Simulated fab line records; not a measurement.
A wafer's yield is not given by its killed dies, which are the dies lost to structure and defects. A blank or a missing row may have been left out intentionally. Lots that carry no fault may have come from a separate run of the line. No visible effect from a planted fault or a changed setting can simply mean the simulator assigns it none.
Split-lot study / flow berkeley-cmos170 / on a route of 331 steps: 5 lots, 23 wafers read

## SPLIT DETAILS
At UCB170_PFIELD_COAT_01 (resist thk 900 nm), the setting spin-rpm was moved away from the recipe's 1500 rpm on 7 of the 23 wafers read, by +1.9% to +2.9%. For the rest of the wafers, this setting stayed at what the recipe calls for.

Reading taken at the split's own step.

## THE READING
KrF_of_PFIELD_COAT_01.thk-nm (the simulator's own value, which no gauge read), in nm, at UCB170_PFIELD_COAT_01 (resist thk 900 nm). No usual value for it is given in the file. Across the 16 wafers here that went through the recipe, the average is 900.0 nm and the standard deviation 3 nm.

wafer=L074.2; tool, chamber at the split=litho-track-04, 0; spin-rpm as run, rpm=1500; against the recipe=recipe; KrF_of_PFIELD_COAT_01.thk-nm, nm=902.2; against lot-mates on the recipe=-
wafer=L074.3; tool, chamber at the split=litho-track-04, 0; spin-rpm as run, rpm=1544; against the recipe=+2.9%; KrF_of_PFIELD_COAT_01.thk-nm, nm=887.1; against lot-mates on the recipe=-14.1
wafer=L074.4; tool, chamber at the split=litho-track-04, 0; spin-rpm as run, rpm=1544; against the recipe=+2.9%; KrF_of_PFIELD_COAT_01.thk-nm, nm=887.1; against lot-mates on the recipe=-14.1
wafer=L074.5; tool, chamber at the split=litho-track-04, 0; spin-rpm as run, rpm=1544; against the recipe=+2.9%; KrF_of_PFIELD_COAT_01.thk-nm, nm=888.7; against lot-mates on the recipe=-12.5
wafer=L074.6; tool, chamber at the split=litho-track-04, 0; spin-rpm as run, rpm=1500; against the recipe=recipe; KrF_of_PFIELD_COAT_01.thk-nm, nm=900.2; against lot-mates on the recipe=-
wafer=L076.2; tool, chamber at the split=litho-track-04, 0; spin-rpm as run, rpm=1500; against the recipe=recipe; KrF_of_PFIELD_COAT_01.thk-nm, nm=904.7; against lot-mates on the recipe=-
wafer=L076.3; tool, chamber at the split=litho-track-04, 0; spin-rpm as run, rpm=1500; against the recipe=recipe; KrF_of_PFIELD_COAT_01.thk-nm, nm=903.7; against lot-mates on the recipe=-
wafer=L076.4; tool, chamber at the split=litho-track-04, 0; spin-rpm as run, rpm=1500; against the recipe=recipe; KrF_of_PFIELD_COAT_01.thk-nm, nm=905.2; against lot-mates on the recipe=-
wafer=L075.1; tool, chamber at the split=litho-track-03, 0; spin-rpm as run, rpm=1528; against the recipe=+1.9%; KrF_of_PFIELD_COAT_01.thk-nm, nm=889.3; against lot-mates on the recipe=-7.8
wafer=L075.2; tool, chamber at the split=litho-track-03, 0; spin-rpm as run, rpm=1500; against the recipe=recipe; KrF_of_PFIELD_COAT_01.thk-nm, nm=897.7; against lot-mates on the recipe=-
wafer=L075.4; tool, chamber at the split=litho-track-03, 0; spin-rpm as run, rpm=1500; against the recipe=recipe; KrF_of_PFIELD_COAT_01.thk-nm, nm=896.1; against lot-mates on the recipe=-
wafer=L075.5; tool, chamber at the split=litho-track-03, 0; spin-rpm as run, rpm=1528; against the recipe=+1.9%; KrF_of_PFIELD_COAT_01.thk-nm, nm=890.7; against lot-mates on the recipe=-6.4
wafer=L075.6; tool, chamber at the split=litho-track-03, 0; spin-rpm as run, rpm=1500; against the recipe=recipe; KrF_of_PFIELD_COAT_01.thk-nm, nm=897.4; against lot-mates on the recipe=-
wafer=L077.1; tool, chamber at the split=litho-track-03, 0; spin-rpm as run, rpm=1500; against the recipe=recipe; KrF_of_PFIELD_COAT_01.thk-nm, nm=897.5; against lot-mates on the recipe=-
wafer=L077.2; tool, chamber at the split=litho-track-03, 0; spin-rpm as run, rpm=1500; against the recipe=recipe; KrF_of_PFIELD_COAT_01.thk-nm, nm=898.9; against lot-mates on the recipe=-
wafer=L077.3; tool, chamber at the split=litho-track-03, 0; spin-rpm as run, rpm=1500; against the recipe=recipe; KrF_of_PFIELD_COAT_01.thk-nm, nm=895.7; against lot-mates on the recipe=-
wafer=L077.4; tool, chamber at the split=litho-track-03, 0; spin-rpm as run, rpm=1500; against the recipe=recipe; KrF_of_PFIELD_COAT_01.thk-nm, nm=897.1; against lot-mates on the recipe=-
wafer=L077.6; tool, chamber at the split=litho-track-03, 0; spin-rpm as run, rpm=1500; against the recipe=recipe; KrF_of_PFIELD_COAT_01.thk-nm, nm=898.1; against lot-mates on the recipe=-
wafer=L085.1; tool, chamber at the split=litho-track-03, 0; spin-rpm as run, rpm=1500; against the recipe=recipe; KrF_of_PFIELD_COAT_01.thk-nm, nm=901.4; against lot-mates on the recipe=-
wafer=L085.4; tool, chamber at the split=litho-track-03, 0; spin-rpm as run, rpm=1500; against the recipe=recipe; KrF_of_PFIELD_COAT_01.thk-nm, nm=901.4; against lot-mates on the recipe=-
wafer=L085.2; tool, chamber at the split=litho-track-03, 0; spin-rpm as run, rpm=1533; against the recipe=+2.2%; KrF_of_PFIELD_COAT_01.thk-nm, nm=893.4; against lot-mates on the recipe=-8.3
wafer=L085.3; tool, chamber at the split=litho-track-03, 0; spin-rpm as run, rpm=1533; against the recipe=+2.2%; KrF_of_PFIELD_COAT_01.thk-nm, nm=891.1; against lot-mates on the recipe=-10.6
wafer=L085.6; tool, chamber at the split=litho-track-03, 0; spin-rpm as run, rpm=1500; against the recipe=recipe; KrF_of_PFIELD_COAT_01.thk-nm, nm=902.4; against lot-mates on the recipe=-

FIT RESULTS
A straight line over all 23 wafers: KrF_of_PFIELD_COAT_01.thk-nm changes by -4.22 nm for each +1% of spin-rpm; r = -0.88; the points scatter about the line by 2.8 nm.
The same after taking each lot's own level away (the mean of its wafers on the recipe; 23 wafers): -4.44 nm for each +1%; r = -0.98; scatter 0.98 nm.
According to that fit, moving spin-rpm by its largest amount changes the reading by 13 nm.
Across the lots, their own levels run from 897.07 to 904.53 nm, a range of 2.5 times the standard deviation given above.
So the lot-to-lot level changes the slope little: the two slopes agree.
Check: -12.7 nm against its lot-mates is what the line predicts for one of the wafers moved furthest among these (+2.9%) when that wafer is left out of the fit. Against them it came out at -14.1 nm.

## ADDITIONAL SPLITS CARRIED BY THESE WAFERS
Note: prior to the reading, these wafers also went through further splits. Each is held against what the fit with the lots' levels taken away leaves over:
other split on the same wafers=UCB170_PWELL_CVD_05 temp-c; wafers away from the commonest value=10; r with KrF_of_PFIELD_COAT_01.thk-nm (lot level and that fit taken away)=-0.16
other split on the same wafers=UCB170_ACTIVE_COAT_08 resist-thk-nm; wafers away from the commonest value=8; r with KrF_of_PFIELD_COAT_01.thk-nm (lot level and that fit taken away)=+0.15
other split on the same wafers=UCB170_ACTIVE_ETCH_15 time-s; wafers away from the commonest value=7; r with KrF_of_PFIELD_COAT_01.thk-nm (lot level and that fit taken away)=-0.52

## THE WHOLE CHAIN: every reading that the file lists as answering this split, in the file's order
step=UCB170_PFIELD_COAT_01; what it does=resist thk 900 nm; reading=KrF_of_PFIELD_COAT_01.thk-nm (the simulator's own value, which no gauge read); change (the file's fit)=-4.37 nm for each +1% of the setting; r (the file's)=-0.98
step=UCB170_PFIELD_STRIP_08; what it does=strips in O2; reading=strip-time-to-endpoint-s; change (the file's fit)=withheld for each +1% of the setting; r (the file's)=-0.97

## FILE'S OWN FIT
KrF_of_PFIELD_COAT_01.thk-nm changes by -4.37 nm for each +1% of spin-rpm, r = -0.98.
